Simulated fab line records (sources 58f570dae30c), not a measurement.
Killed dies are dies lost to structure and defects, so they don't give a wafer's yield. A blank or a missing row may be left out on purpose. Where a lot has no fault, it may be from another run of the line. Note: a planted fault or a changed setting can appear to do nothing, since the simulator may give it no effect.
Which of the tools did it? ; flow berkeley cmos170 ; 14 lots, 42 wafers sampled, at 5 steps of a route of 331

## WHAT THE GAUGES READ, wafer by wafer
UCB170_NWELL_THK_MEAS_05. Usual: NWELL_NITRIDE_THK typically reads 223.9 nm, with standard deviation 2.
lot;measured;on;NWELL_NITRIDE_THK (nm);flag
L834;day 2 01:23;film metro-02;224.6 224.1 225.0;
L835;day 2 06:34;film metro-02;228.7 229.3 228.0;
L836;day 2 15:18;film metro-02;226.2 225.3 228.1;
L837;day 2 15:21;film metro-02;223.5 222.7 220.2;
L838;day 3 00:30;film metro-03;223.3 223.2 222.5;
L839;day 3 04:55;film metro-03;222.8 223.1 224.3;
L841;day 3 12:59;film metro-02;224.7 224.3 225.9;
L842;day 3 16:29;film metro-04;223.5 224.2 223.1;
L845;day 4 14:28;film metro-04;226.0 226.4 227.0;
L848;day 5 00:13;film metro-03;223.7 223.7 223.2;
L849;day 5 08:14;film metro-02;224.8 226.0 225.3;
L854;day 6 07:48;film metro-02;225.6 225.0 225.9;
L856;day 6 21:46;film metro-04;220.4 220.7 220.9;
L857;day 6 21:46;film metro-03;224.7 221.9 221.9;

UCB170_NVT_TW_MEAS_09. Usual: NVT_TW typically reads 526, with standard deviation 4.
lot;measured;on;NVT_TW;flag
L834;day 5 14:17;film metro-03;525 524 523;
L835;day 5 13:16;film metro-04;525 525 525;
L836;day 5 13:59;film metro-02;536 531 534;
L837;day 5 13:40;film metro-03;524 523 527;
L838;day 5 23:15;film metro-02;533 530 531;
L839;day 6 07:51;film metro-03;521 523 522;
L841;day 6 16:11;film metro-04;522 523 520;
L842;day 6 16:27;film metro-02;533 527 532;
L845;day 7 11:57;film metro-03;522 522 522;
L848;day 7 23:50;film metro-02;625 624 626;OFF
L849;day 8 11:13;film metro-04;622 625 619;OFF
L854;day 9 14:50;film metro-03;524 523 524;
L856;day 10 03:06;film metro-03;526 522 525;
L857;day 10 03:22;film metro-04;524 522 522;

UCB170_V2_OVL_MEAS_13. Usual: V2_OVL typically reads -3 nm, with standard deviation 5.1.
lot;measured;on;V2_OVL (nm);flag
L834;day 7 14:32;overlay-01;-11 -4 -9;
L835;day 7 13:58;overlay-02;2 5 4;
L836;day 7 15:07;overlay-02;-6 -10 0;
L837;day 7 14:15;overlay-02;-8 5 -1;
L838;day 7 21:38;overlay-02;-9 -4 -1;
L839;day 8 03:19;overlay-02;-5 -2 -8;
L841;day 8 20:07;overlay-02;-9 -10 -16;
L842;day 8 20:00;overlay-01;8 4 0;
L845;day 9 17:37;overlay-02;-1 0 1;
L848;day 9 22:38;overlay-01;2 4 2;
L849;day 10 15:49;overlay-02;-7 -15 -5;
L854;day 11 13:19;overlay-02;-5 -6 -8;
L856;day 12 06:14;overlay-01;6 10 7;
L857;day 12 05:31;overlay-02;-4 0 -8;

## TOOL THAT RAN EACH LOT (tool first, then ch and the chambers of the sampled wafers, then the start)
lot;UCB170_NVT_IMPLANT_07;UCB170_CONTACT_STRIP_06
L834;implanter-01 ch 0, day 5 14:04;plasma asher-04 ch 0,1, day 7 00:05
L835;implanter-03 ch 0, day 5 13:01;plasma asher-02 ch 0,1, day 6 20:01
L836;implanter-03 ch 0, day 5 13:46;plasma asher-02 ch 0,1, day 7 00:17
L837;implanter-02 ch 0, day 5 13:25;plasma asher-01 ch 0,1, day 7 00:04
L838;implanter-01 ch 0, day 5 23:00;plasma asher-02 ch 0,1, day 7 04:54
L839;implanter-02 ch 0, day 6 07:32;plasma asher-01 ch 0,1, day 7 12:19
L841;implanter-03 ch 0, day 6 15:58;plasma asher-04 ch 0,1, day 8 03:14
L842;implanter-01 ch 0, day 6 16:14;plasma asher-01 ch 0,1, day 8 01:19
L845;implanter-03 ch 0, day 7 11:42;plasma asher-04 ch 0,1, day 8 20:41
L848;implanter-03 ch 0, day 7 23:35;plasma asher-01 ch 0,1, day 9 08:12
L849;implanter-03 ch 0, day 8 10:58;plasma asher-02 ch 0,1, day 9 18:33
L854;implanter-01 ch 0, day 9 14:36;plasma asher-01 ch 0,1, day 10 22:02
L856;implanter-01 ch 0, day 10 02:51;plasma asher-02 ch 0,1, day 11 14:36
L857;implanter-02 ch 0, day 10 03:08;plasma asher-01 ch 0, day 11 14:22
- UCB170_NVT_IMPLANT_07
- UCB170_CONTACT_STRIP_06: strips in O2.

## WHAT THE TOOLS THEMSELVES READ (means of the sampled wafers that have a number; where no wafer has one, the mark that the record gives instead)
UCB170_NVT_IMPLANT_07. Usual: dose ions cm2 3.0001e+12, standard deviation 2.8e+09; faraday current uA 9.52, standard deviation 0.19.
lot;tool;dose ions cm2;faraday current uA;flag
L834;implanter-01;2.9984e+12;9.44;
L835;implanter-03;2.9995e+12;9.54;
L836;implanter-03;3.0044e+12;9.75;
L837;implanter-02;3.0001e+12;9.41;
L838;implanter-01;3.0022e+12;9.41;
L839;implanter-02;2.9998e+12;9.49;
L841;implanter-03;3.0003e+12;9.47;
L842;implanter-01;2.9989e+12;9.51;
L845;implanter-03;3.0039e+12;9.55;
L848;implanter-03;5.1139e+12;16.31;OFF
L849;implanter-03;5.1139e+12;16.27;OFF
L854;implanter-01;3.0015e+12;9.49;
L856;implanter-01;2.9978e+12;9.59;
L857;implanter-02;2.9992e+12;9.59;

UCB170_CONTACT_STRIP_06. Usual: drypump motor current A 5.7 A, standard deviation 0.57; o2 flow sccm 399.9 sccm, standard deviation 1.1; oes product au 0.734 a.u., standard deviation 0.0043; strip time to endpoint s 21.98 s, standard deviation 0.056.
lot;tool;drypump motor current A (A);o2 flow sccm (sccm);oes product au (a.u.);strip time to endpoint s (s);flag
L834;plasma asher-04;6.4;400.8;0.733;21.87;
L835;plasma asher-02;5.4;398.7;0.734;22.01;
L836;plasma asher-02;5.4;400.0;0.736;21.95;
L837;plasma asher-01;5.2;400.6;0.728;22.01;
L838;plasma asher-02;5.4;400.5;0.729;21.93;
L839;plasma asher-01;5.2;401.3;0.737;21.93;
L841;plasma asher-04;6.4;399.4;0.736;22.01;
L842;plasma asher-01;5.5;399.9;0.731;22.04;
L845;plasma asher-04;6.4;398.1;0.738;21.98;
L848;plasma asher-01;5.2;400.3;0.737;21.96;
L849;plasma asher-02;5.4;400.4;0.735;22.02;
L854;plasma asher-01;5.2;398.9;0.737;21.99;
L856;plasma asher-02;5.4;400.9;0.735;21.96;
L857;plasma asher-01;4.8;399.8;0.734;21.87;

## THE ANSWER, worked out from the rows above alone
Rule: take the mean of a lot's wafers that have a number; if it is more than 3 standard deviations from the usual mean, the lot is off. A lot without any number at a reading at which 4 lots or more have one is off too. All remaining lots with rows at the step are treated as sound. After the gauges, taken in route order, come the tools' own readings; for these a lot's mean is taken, as printed above. At the first step where some lot is off, the reading lying furthest off is the one used; lots without a number count as furthest.
Off: at UCB170_NVT_TW_MEAS_09 (NVT_TW), L848, L849.
If a tool, at a process step before that reading, ran all the lots that are off and no sound lot after the first of them, it fits. Not tried: the gauges at UCB170_NVT_TW_MEAS_09; whatever is off there is also off at UCB170_NVT_IMPLANT_07, on other tools, and gauge error can't account for it. One fits: implanter-03 at UCB170_NVT_IMPLANT_07. A fault onset in the window from L845 (day 7 11:42, its last sound lot) to L848 (day 7 23:35, its first lot off) fits.
The tool's own readings at UCB170_NVT_IMPLANT_07 bear it out: on the lots that are off they differ by more than 5 times the standard deviation of the sound lots' means. dose ions cm2 reads 5.1139e+12 there against 3.0005e+12 on the sound lots; faraday current uA reads 16.29 there against 9.52 on the sound lots.

## WHAT HAD BEEN PUT IN BY THE SIMULATOR
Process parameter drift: implanter-03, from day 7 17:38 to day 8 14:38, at UCB170_NVT_IMPLANT_07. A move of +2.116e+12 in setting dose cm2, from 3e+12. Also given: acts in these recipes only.
Lots struck among those shown: L848, L849. Same finding as the rule above.
